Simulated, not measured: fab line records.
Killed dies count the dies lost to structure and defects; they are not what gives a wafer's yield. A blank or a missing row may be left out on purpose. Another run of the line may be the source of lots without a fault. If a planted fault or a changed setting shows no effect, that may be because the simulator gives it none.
A lot that was struck, set against a sound lot | flow ritCmos | 27 out of 202 route steps
Sound: wafers L453.2, L453.3, L453.6. Struck: wafer L466.6 (left out: L466.4, L466.5 of the same lot, which were not struck); the cause appears at the end.
For every step that has rows: the tool of each side, followed by ch and its chambers, followed by its first start. Under that, the readings that differ: sound wafers | struck wafers | difference of the means | sigmas: that difference in standard deviations of wafers without a fault.
alike: words and numbers the same on both sides, and readings whose means are apart by under 2 such deviations; not compared: readings that were withheld, readings missing a value for some wafer, numbers with overlapping values and no deviation given by the record, and bounds like >300 which may hide the same value.
Wherever a step has rows on one side only, a row that says differs or no value, or a row with sigmas, the two part there. Numbers that have no deviation but don't overlap get no sigmas and don't part them. Lack of a reading on every wafer of one side parts them only where that side has two or more wafers.

first, 4 steps without rows for these wafers: RIT_CONTACT_SOFTBAKE_04 (time 60 s); RIT_CONTACT_EXPOSE_05 (exposes mask M11, target cd 1000 nm); RIT_CONTACT_PEB_06; RIT_CONTACT_DEVELOP_07 (develop time 120 s).
RIT_CONTACT_CD_MEAS_08: the cd target is 1000 nm.
  sound: cdSem-01 at day 3 19:17; struck: cdSem-01 at day 6 12:42
reading   | sound             | struck | difference | sigmas
cdNm (nm) | 997.8 994.4 993.9 | 1001.9 | +6.5       | +3
RIT_CONTACT_OVL_MEAS_09:
  sound: overlay-02 at day 3 19:23; struck: overlay-01 at day 6 12:47
  alike: CONTACT_OVL
then, 1 step without rows for these wafers: RIT_CONTACT_HARDBAKE_10 (time 60 s).
RIT_CONTACT_ETCH_11: etches SiO2 in CHF3/CF4/Ar, stops on TiSi2, target depth 480 nm, time 320 s.
  sound on rieDiel-02 ch 0,2, day 3 19:34; struck on rieDiel-04 ch 0, day 6 13:03
  alike: cf4FlowSccm, chamberPressureMTorr, drypumpMotorCurrentA, oesProductAu, throttleValvePct
  not compared: rfHoursCounterH
RIT_CONTACT_STRIP_12: strips in O2, time 180 s.
  sound on plasmaAsher-02 ch 0,1, day 3 19:46; struck on plasmaAsher-01 ch 1, day 6 13:12
  alike: chamberPressureMTorr, drypumpMotorCurrentA
  not compared: rfHoursCounterH
RIT_CONTACT_CD_MEAS_90: the cd target is 1000 nm.
  sound: cdSem-01 at day 3 19:58; struck: cdSem-01 at day 6 13:23
reading   | sound             | struck | difference | sigmas
cdNm (nm) | 997.6 993.9 994.0 | 1002.4 | +7.2       | +3
then, 2 steps without rows for these wafers: RIT_CONTACT_CLEAN_13 (cleans in SC1, time 600 s); RIT_CONTACT_CLEAN_14 (cleans in SC2, time 600 s).
RIT_M1_SPUTTER_00: material Al, target thk 400 nm, time 500 s.
  sound: pvdSputter-01 at day 3 20:25; struck: pvdSputter-01 at day 6 13:47
reading                              | sound           | struck | difference | sigmas
model.Al_of_M1_SPUTTER_00.thkNm (nm) | 404.8 400 402.2 | 266.5  | -135.8     | 
  alike: throttleValvePct
RIT_M1_RS_MEAS_01: a four-point-probe measurement.
  sound: filmMetro-02 at day 3 20:43; struck: filmMetro-02 at day 6 14:08
reading           | sound                | struck | difference | sigmas
M1_AL_RS (ohm/sq) | 0.0727 0.0733 0.0730 | 0.1118 | +0.0388    | +50
RIT_M1_THK_MEAS_02: measures by xrf.
  sound: filmMetro-02 at day 3 20:50; struck: filmMetro-02 at day 6 14:14
reading        | sound       | struck | difference | sigmas
M1_AL_THK (nm) | 402 398 402 | 267    | -134       | -30
then, 6 steps without rows for these wafers: RIT_M1_HMDS_03 (prime time 60 s); RIT_M1_COAT_04 (resist thk 1300 nm); RIT_M1_SOFTBAKE_05 (time 60 s); RIT_M1_EXPOSE_06 (exposes mask M12, target cd 2600 nm); RIT_M1_PEB_07; RIT_M1_DEVELOP_08 (develop time 68 s).
RIT_M1_CD_MEAS_09: the cd target is 2600 nm.
  sound: cdSem-01 at day 3 21:55; struck: cdSem-01 at day 6 15:22
  alike: cdNm
RIT_M1_OVL_MEAS_10:
  sound: overlay-02 at day 3 22:01; struck: overlay-02 at day 6 15:27
  alike: M1_OVL
then, 1 step without rows for these wafers: RIT_M1_HARDBAKE_11 (time 120 s).
RIT_M1_METAL_ETCH_12: etches Al in Cl2/BCl3, stops on SiO2, time 165 s, target depth 600 nm.
  sound on rieMetal-04 ch 0,1, day 3 22:19; struck on rieMetal-02 ch 0, day 6 15:46
reading             | sound             | struck | difference | sigmas
oesProductAu (a.u.) | 0.762 0.788 0.768 | 0.630  | -0.143     | -14
  alike: chamberPressureMTorr, drypumpMotorCurrentA, throttleValvePct
  not compared: rfHoursCounterH
then, 1 step without rows for these wafers: RIT_M1_STRIP_13 (strips in nmp, time 600 s).
RIT_M1_PROBE_99:
  sound: prober-01 at day 4 01:37; struck: prober-01 at day 6 18:23
reading                            | sound                       | struck   | difference | sigmas
model.etest.m1.rsOhmSq             | 0.07148 0.07221 0.07232     | 0.1087   | +0.0367    | 
model.etest.antennaM1.vtShiftV (V) | -0.01368 -0.01054 -0.009431 | -0.01845 | -0.00723   | 
  alike: defectLimitedYield, killedAtContacts, killedAtFrontEnd, killedDies, killedOpen, killedShort, sort_bin_3_pad_short, sort_bin_5_function, sort_bin_6_memory, sortNPass, sortYieldPct

WHERE THEY PART
First at RIT_CONTACT_CD_MEAS_08; last, within this record, at RIT_M1_METAL_ETCH_12. Later steps at which nothing parts them and some readings are alike: RIT_M1_PROBE_99.

WHY: the cause the simulator had injected
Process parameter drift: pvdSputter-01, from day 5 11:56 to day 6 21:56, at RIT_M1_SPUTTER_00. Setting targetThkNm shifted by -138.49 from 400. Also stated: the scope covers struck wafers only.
